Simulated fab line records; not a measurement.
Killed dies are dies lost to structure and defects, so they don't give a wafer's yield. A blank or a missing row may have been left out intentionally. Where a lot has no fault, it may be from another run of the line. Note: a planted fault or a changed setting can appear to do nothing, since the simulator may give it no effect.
A lot that was struck, set against a sound lot -- flow rit cmos -- 27 out of 202 route steps
Sound: the wafers L215.1, L215.4, L215.5. Struck: wafer L222.5 (left out: L222.2, L222.6 of the same lot, which were not struck); the cause appears at the end.
Order at every step that has rows: each side's tool, ch and its chambers, its first start. Under that, the readings that differ: sound wafers -- struck wafers -- difference of the means -- sigmas: that difference in standard deviations of wafers without a fault.
alike: readings whose means differ by less than 2 such deviations, and words and numbers that are the same on both sides. not compared: withheld readings, readings that some wafer has no value for, bounds like >300 that may hide the same value, and numbers for which the record gives no deviation and whose values overlap.
The two part at a step that has a row with sigmas, a row that says differs or no value, or rows on one side only. Numbers that don't overlap but have no deviation are shown without sigmas and don't part them. A reading that every wafer of one side lacks parts them only if that side has two wafers or more.

first, 4 steps without rows for these wafers: RIT_CONTACT_SOFTBAKE_04 (time 60 s); RIT_CONTACT_EXPOSE_05 (exposes mask M11, target cd 1000 nm); RIT_CONTACT_PEB_06; RIT_CONTACT_DEVELOP_07 (develop time 120 s).
RIT_CONTACT_CD_MEAS_08: target cd 1000 nm.
  struck on cd sem-02, day 5 10:55; sound on cd sem-02, day 4 00:48
reading,sound,struck,difference,sigmas
cd nm (nm),994.6 992.3 993.8,1003.6,+10.0,+4
RIT_CONTACT_OVL_MEAS_09:
  struck on overlay-01, day 5 11:01; sound on overlay-01, day 4 00:55
  alike: CONTACT_OVL
then, 1 step without rows for these wafers: RIT_CONTACT_HARDBAKE_10 (time 60 s).
RIT_CONTACT_ETCH_11: etches SiO2 in CHF3/CF4/Ar, stops on TiSi2, target depth 480 nm, time 335 s.
  sound on rie diel-04 ch 0,1,2, day 4 01:06; struck on rie diel-02 ch 2, day 5 11:12
reading,sound,struck,difference,sigmas
drypump motor current A (A),5.7 5.6 6.1,4.9,-0.9,-3
  alike: mfc ar sccm, oes product au, throttle valve pct
  not compared: rf hours counter h
RIT_CONTACT_STRIP_12: strips in O2, time 180 s.
  sound on plasma asher-04 ch 0,1, day 4 01:18; struck on plasma asher-03 ch 1, day 5 11:24
  alike: drypump motor current A
  not compared: rf hours counter h
RIT_CONTACT_CD_MEAS_90: target cd 1000 nm.
  struck on cd sem-01, day 5 11:35; sound on cd sem-01, day 4 01:28
reading,sound,struck,difference,sigmas
cd nm (nm),994.7 993.4 994.3,1004.1,+10.0,+5
then, 2 steps without rows for these wafers: RIT_CONTACT_CLEAN_13 (cleans in SC1, time 600 s); RIT_CONTACT_CLEAN_14 (cleans in SC2, time 600 s).
RIT_M1_SPUTTER_00: material Al, target thk 400 nm, time 500 s.
  struck on pvd sputter-02, day 5 12:02; sound on pvd sputter-04, day 4 02:07
reading,sound,struck,difference,sigmas
model.Al_of_M1_SPUTTER_00.thk nm (nm),400.9 400.8 402.1,357.6,-43.7,
  alike: throttle valve pct
RIT_M1_RS_MEAS_01: the measuring method here is four-point-probe.
  struck on film metro-04, day 5 12:22; sound on film metro-02, day 4 02:25
reading,sound,struck,difference,sigmas
M1_AL_RS (ohm/sq),0.0731 0.0733 0.0732,0.0821,+0.0089,+12
RIT_M1_THK_MEAS_02: measures by xrf.
  struck on film metro-04, day 5 12:28; sound on film metro-02, day 4 02:32
reading,sound,struck,difference,sigmas
M1_AL_THK (nm),397 397 398,354,-43,-11
then, 6 steps without rows for these wafers: RIT_M1_HMDS_03 (prime time 60 s); RIT_M1_COAT_04 (resist thk 1300 nm); RIT_M1_SOFTBAKE_05 (time 60 s); RIT_M1_EXPOSE_06 (exposes mask M12, target cd 2600 nm); RIT_M1_PEB_07; RIT_M1_DEVELOP_08 (develop time 68 s).
RIT_M1_CD_MEAS_09: target cd 2600 nm.
  struck on cd sem-02, day 5 13:25; sound on cd sem-02, day 4 03:40
  alike: cd nm
RIT_M1_OVL_MEAS_10:
  struck on overlay-02, day 5 13:31; sound on overlay-02, day 4 03:47
  alike: M1_OVL
then, 1 step without rows for these wafers: RIT_M1_HARDBAKE_11 (time 120 s).
RIT_M1_METAL_ETCH_12: etches Al in Cl2/BCl3, stops on SiO2, time 165 s, target depth 600 nm.
  sound on rie metal-04 ch 0,1, day 4 04:08; struck on rie metal-01 ch 0, day 5 13:48
reading,sound,struck,difference,sigmas
oes product au (a.u.),0.772 0.776 0.761,0.730,-0.040,-4
  alike: drypump motor current A, throttle valve pct
  not compared: rf hours counter h
then, 1 step without rows for these wafers: RIT_M1_STRIP_13 (strips in nmp, time 600 s).
RIT_M1_PROBE_99:
  struck on prober-02, day 5 20:31; sound on prober-02, day 4 06:28
reading,sound,struck,difference,sigmas
model.etest.m1.rs ohm sq,0.07247 0.07225 0.07239,0.08125,+0.00888,
  alike: defect limited yield, killed at front end, killed dies, killed on rim, killed open, killed short, sort_bin_3_pad_short, sort_bin_5_function, sort_bin_6_memory, sort n pass, sort yield pct

WHERE THEY PART
Earliest at RIT_CONTACT_CD_MEAS_08; latest, in this record, at RIT_M1_METAL_ETCH_12. Later steps at which nothing parts them and some readings are alike: RIT_M1_PROBE_99.

WHY: whatever the simulator had introduced
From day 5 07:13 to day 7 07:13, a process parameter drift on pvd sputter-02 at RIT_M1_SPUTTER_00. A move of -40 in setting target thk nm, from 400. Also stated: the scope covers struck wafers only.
